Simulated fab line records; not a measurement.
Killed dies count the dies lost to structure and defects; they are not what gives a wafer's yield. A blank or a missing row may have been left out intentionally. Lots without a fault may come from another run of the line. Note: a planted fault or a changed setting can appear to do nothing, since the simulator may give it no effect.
Which of the tools did it? + flow ritCmos + 40 wafers from 14 lots sampled at 2 of the route's 202 steps

== WHAT THE GAUGES READ, wafer by wafer ==
The record holds no reading of a measuring or inspecting step that can be judged against a usual standard deviation.

== WHAT TOOL EACH LOT RAN ON (gives the tool, then ch and the chambers of the sampled wafers, and finally the start) ==
| lot  | RIT_M1_SPUTTER_00          | RIT_M1_PROBE_99        |
|------|----------------------------|------------------------|
| L479 | pvdSputter-01, day 3 11:45 | prober-01, day 3 15:55 |
| L480 | pvdSputter-04, day 3 17:14 | -                      |
| L482 | pvdSputter-04, day 4 05:29 | prober-02, day 4 09:37 |
| L484 | pvdSputter-01, day 4 13:07 | -                      |
| L485 | pvdSputter-04, day 4 15:59 | -                      |
| L486 | pvdSputter-01, day 4 19:20 | prober-02, day 4 23:46 |
| L487 | pvdSputter-04, day 5 02:52 | prober-01, day 5 07:11 |
| L488 | pvdSputter-04, day 5 07:46 | -                      |
| L489 | pvdSputter-02, day 5 09:37 | -                      |
| L490 | pvdSputter-01, day 5 16:54 | -                      |
| L491 | pvdSputter-04, day 5 21:17 | -                      |
| L493 | pvdSputter-04, day 6 03:41 | prober-01, day 6 07:56 |
| L498 | pvdSputter-01, day 7 07:33 | -                      |
| L500 | pvdSputter-01, day 7 20:05 | prober-02, day 8 00:25 |
- RIT_M1_SPUTTER_00: material Al, target thk 400 nm, time 500 s.
- RIT_M1_PROBE_99

== WHAT THE TOOLS THEMSELVES READ (means of the sampled wafers that have a number; where no wafer has one, the mark that the record gives instead) ==
RIT_M1_SPUTTER_00.
| lot  | tool          | cathodeDcPowerW (W) | chamberPressurePa (Pa) | throttleValvePct (%) |
|------|---------------|---------------------|------------------------|----------------------|
| L479 | pvdSputter-01 | 2000.1              | 0.4001                 | 30.9                 |
| L480 | pvdSputter-04 | 2000.2              | 0.4001                 | 29.2                 |
| L482 | pvdSputter-04 | 1999.7              | 0.3992                 | 28.4                 |
| L484 | pvdSputter-01 | 1999.9              | 0.4006                 | 30.8                 |
| L485 | pvdSputter-04 | 2000.3              | 0.3999                 | 29.3                 |
| L486 | pvdSputter-01 | 2000.4              | 0.4000                 | 30.8                 |
| L487 | pvdSputter-04 | 1999.7              | 0.4002                 | 29.4                 |
| L488 | pvdSputter-04 | 2000.1              | 0.4001                 | 28.9                 |
| L489 | pvdSputter-02 | 1999.9              | 0.4000                 | 30.4                 |
| L490 | pvdSputter-01 | 2000.4              | 0.4011                 | 29.9                 |
| L491 | pvdSputter-04 | 1999.7              | 0.4001                 | 30.5                 |
| L493 | pvdSputter-04 | 1999.9              | 0.3994                 | 29.1                 |
| L498 | pvdSputter-01 | 1999.9              | 0.3583                 | 32.9                 |
| L500 | pvdSputter-01 | 2000.0              | 0.3860                 | 31.4                 |

RIT_M1_PROBE_99.
| lot  | tool      | defectLimitedYield (%) | killedAtContacts | killedAtFrontEnd | killedDies | killedOpen | killedShort | sort_bin_3_pad_short (%) | sort_bin_5_function (%) | sort_bin_6_memory (%) | sortNPass | sortYieldPct (%) |
|------|-----------|------------------------|------------------|------------------|------------|------------|-------------|--------------------------|-------------------------|-----------------------|-----------|------------------|
| L479 | prober-01 | 97.3                   | 0.3              | 7                | 7          | 3.7        | 3.3         | 0.1                      | 1.5                     | 1.0                   | 257       | 97.3             |
| L482 | prober-02 | 97.9                   | 0.0              | 6                | 6          | 1.7        | 3.7         | 0.3                      | 1.3                     | 0.6                   | 258       | 97.9             |
| L486 | prober-02 | 96.0                   | 0.0              | 11               | 11         | 5.3        | 5.3         | 0.4                      | 2.0                     | 1.6                   | 253       | 96.0             |
| L487 | prober-01 | 98.1                   | 0.0              | 5                | 5          | 3.3        | 1.7         | 0.0                      | 1.5                     | 0.4                   | 259       | 98.1             |
| L493 | prober-01 | 97.3                   | 0.3              | 7                | 7          | 4.3        | 2.7         | 0.3                      | 1.4                     | 1.0                   | 257       | 97.3             |
| L500 | prober-02 | 95.6                   | 0.0              | 12               | 12         | 5.7        | 6.0         | 0.4                      | 2.0                     | 2.0                   | 252       | 95.6             |

== THE ANSWER, worked out from the rows above alone ==
Rule: the lots themselves supply what counts as usual. Put in order of their means at a reading, lots are off if they are a third of the lots or fewer, leave a main group of 4 or more, and stand apart from it by a gap of 3 or more times the standard deviation of the main group's means; of several such gaps the widest counts. If all means in a main group match to the digits the tables above print for the reading, that group is not used. A lot without any number at a reading at which 4 lots or more have one is off too. All remaining lots with rows at the step are treated as sound. Order of review: gauges by route order, followed by the tools' own readings, for which a lot's mean as printed above is used. At the first step where some lot is off, the reading lying furthest off is the one used; lots without a number count as furthest.
Off: L498, L500, at RIT_M1_SPUTTER_00 (chamberPressurePa). The main group: mean 0.4001 Pa, standard deviation 0.00047.
If a tool, at that step or one of the process steps before it, ran each lot that is off and ran no sound lot following the first of them, it fits. One fits: RIT_M1_SPUTTER_00 on pvdSputter-01. Its last sound lot is L490 (day 5 16:54), its first lot that is off L498 (day 7 07:33): a fault that began between those two fits.
The tool's own readings at RIT_M1_SPUTTER_00 bear it out: on the lots that are off they differ by more than 5 times the standard deviation of the sound lots' means. chamberPressurePa reads 0.3721 Pa there against 0.4001 Pa on the sound lots.

== WHAT THE SIMULATOR HAD INSERTED ==
Process parameters drifting: pvdSputter-01 at RIT_M1_SPUTTER_00, beginning at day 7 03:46. A move of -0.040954 in setting chamberPressurePa, from 0.4. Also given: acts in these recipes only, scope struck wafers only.
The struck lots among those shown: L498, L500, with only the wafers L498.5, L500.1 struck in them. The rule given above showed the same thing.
